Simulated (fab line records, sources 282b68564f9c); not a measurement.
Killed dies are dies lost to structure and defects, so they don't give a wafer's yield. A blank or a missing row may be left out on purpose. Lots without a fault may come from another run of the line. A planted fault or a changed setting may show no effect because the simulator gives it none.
Split-lot experiment | flow rit_cmos | 5 lots, 23 wafers read, on a route of 202 steps

THE SPLIT
At RIT_NLDD_COAT_01 (resist thk 1000 nm), the setting resist_thk_nm was moved away from the recipe's 1000 nm on 8 of the 23 wafers read, by -5.5% to +2.5%. The other wafers ran this setting at the recipe's value.

FROM THE SPLIT TO THE READING: what the file shows between them, 3 steps
- RIT_NLDD_SOFTBAKE_02: time 60 s
- RIT_NLDD_EXPOSE_03: exposes mask M7, target cd 40700 nm
- RIT_NLDD_DEVELOP_05: develop time 50 s

THE READING
NOVOLAK_of_NLDD_COAT_01.thk_nm (the simulator's own value, which no gauge read), in nm, at RIT_NLDD_HARDBAKE_07 (time 60 s). The file gives no usual value for it. The 15 wafers here that ran the recipe average 884.4 nm, standard deviation 2 nm.

wafer  | tool, chamber at the split | resist_thk_nm as run, nm | against the recipe | NOVOLAK_of_NLDD_COAT_01.thk_nm, nm | against lot-mates on the recipe
L074.2 | litho_track-03, 0          | 1000                     | recipe             | 887.5                              | -
L074.3 | litho_track-03, 0          | 1000                     | recipe             | 881.3                              | -
L074.4 | litho_track-03, 0          | 1000                     | recipe             | 887                                | -
L074.5 | litho_track-03, 0          | 1000                     | recipe             | 888.4                              | -
L074.6 | litho_track-03, 0          | 1000                     | recipe             | 885.6                              | -
L078.2 | litho_track-02, 0          | 1025                     | +2.5%              | 905.5                              | +20.8
L078.3 | litho_track-02, 0          | 1025                     | +2.5%              | 905.8                              | +21.0
L078.4 | litho_track-02, 0          | 1000                     | recipe             | 883.9                              | -
L078.5 | litho_track-02, 0          | 1000                     | recipe             | 885.6                              | -
L078.6 | litho_track-02, 0          | 1025                     | +2.5%              | 905.7                              | +21.0
L081.1 | litho_track-01, 0          | 945.4                    | -5.5%              | 834.5                              | -49.4
L081.2 | litho_track-01, 0          | 1000                     | recipe             | 884.3                              | -
L081.3 | litho_track-01, 0          | 945.4                    | -5.5%              | 834.8                              | -49.1
L081.4 | litho_track-01, 0          | 1000                     | recipe             | 883.6                              | -
L081.5 | litho_track-01, 0          | 1000                     | recipe             | 883.9                              | -
L083.1 | litho_track-01, 0          | 1000                     | recipe             | 883                                | -
L083.3 | litho_track-01, 0          | 1000                     | recipe             | 882.2                              | -
L083.4 | litho_track-01, 0          | 1000                     | recipe             | 883.4                              | -
L085.1 | litho_track-01, 0          | 961.6                    | -3.8%              | 851.2                              | -31.8
L085.2 | litho_track-01, 0          | 961.6                    | -3.8%              | 850.1                              | -32.9
L085.4 | litho_track-01, 0          | 1000                     | recipe             | 882.1                              | -
L085.5 | litho_track-01, 0          | 961.6                    | -3.8%              | 852.2                              | -30.8
L085.6 | litho_track-01, 0          | 1000                     | recipe             | 884                                | -

THE FIT
A straight line over all 23 wafers: NOVOLAK_of_NLDD_COAT_01.thk_nm changes by +8.84 nm for each +1% of resist_thk_nm; r = +1.00; the points scatter about the line by 1.8 nm.
The same after taking each lot's own level away (the mean of its wafers on the recipe; 23 wafers): +8.65 nm for each +1%; r = +1.00; scatter 1.6 nm.
On that fit, the largest move of resist_thk_nm shifts the reading by 47 nm.
The lots' own levels span 882.87 to 885.96 nm, that is 1.6 times the standard deviation above.
So the lot-to-lot level changes the slope little: the two slopes agree.
Check: with one of the wafers moved furthest among these (-5.5%) left out of the fit, the line predicts -46.6 nm for it against its lot-mates. It came out at -49.4 nm against them.

OTHER SPLITS ON THESE WAFERS
These wafers also went through other splits before the reading. Each is held against what the fit with the lots' levels taken away leaves over:
other split on the same wafers     | wafers away from the commonest value | r with NOVOLAK_of_NLDD_COAT_01.thk_nm (lot level and that fit taken away)
RIT_ACTIVE_CVD_03 time_s           | 15                                   | -0.34
RIT_ACTIVE_COAT_06 resist_thk_nm   | 7                                    | -0.04
RIT_ACTIVE_STRIP_14 pressure_mtorr | 18                                   | +0.22
RIT_FOX1_OXIDATION_00 temp_c       | 18                                   | -0.26
RIT_PWELL_IMPLANT_08 energy_kev    | 7                                    | -0.19
RIT_PRETRO_COAT_01 resist_thk_nm   | 5                                    | +0.13
RIT_PRETRO_IMPLANT_08 energy_kev   | 7                                    | -0.11

THE WHOLE CHAIN: every reading that the file lists as answering this split, in the file's order
step                 | what it does       | reading                                                                         | change (the file's fit)              | r (the file's)
RIT_NLDD_COAT_01     | resist thk 1000 nm | NOVOLAK_of_NLDD_COAT_01.thk_nm (the simulator's own value, which no gauge read) | +9.98 nm for each +1% of the setting | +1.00
RIT_NLDD_HARDBAKE_07 | time 60 s          | NOVOLAK_of_NLDD_COAT_01.thk_nm (the simulator's own value, which no gauge read) | +8.73 nm for each +1% of the setting | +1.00

THE FILE'S OWN FIT
NOVOLAK_of_NLDD_COAT_01.thk_nm changes by +8.73 nm for each +1% of resist_thk_nm, r = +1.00.
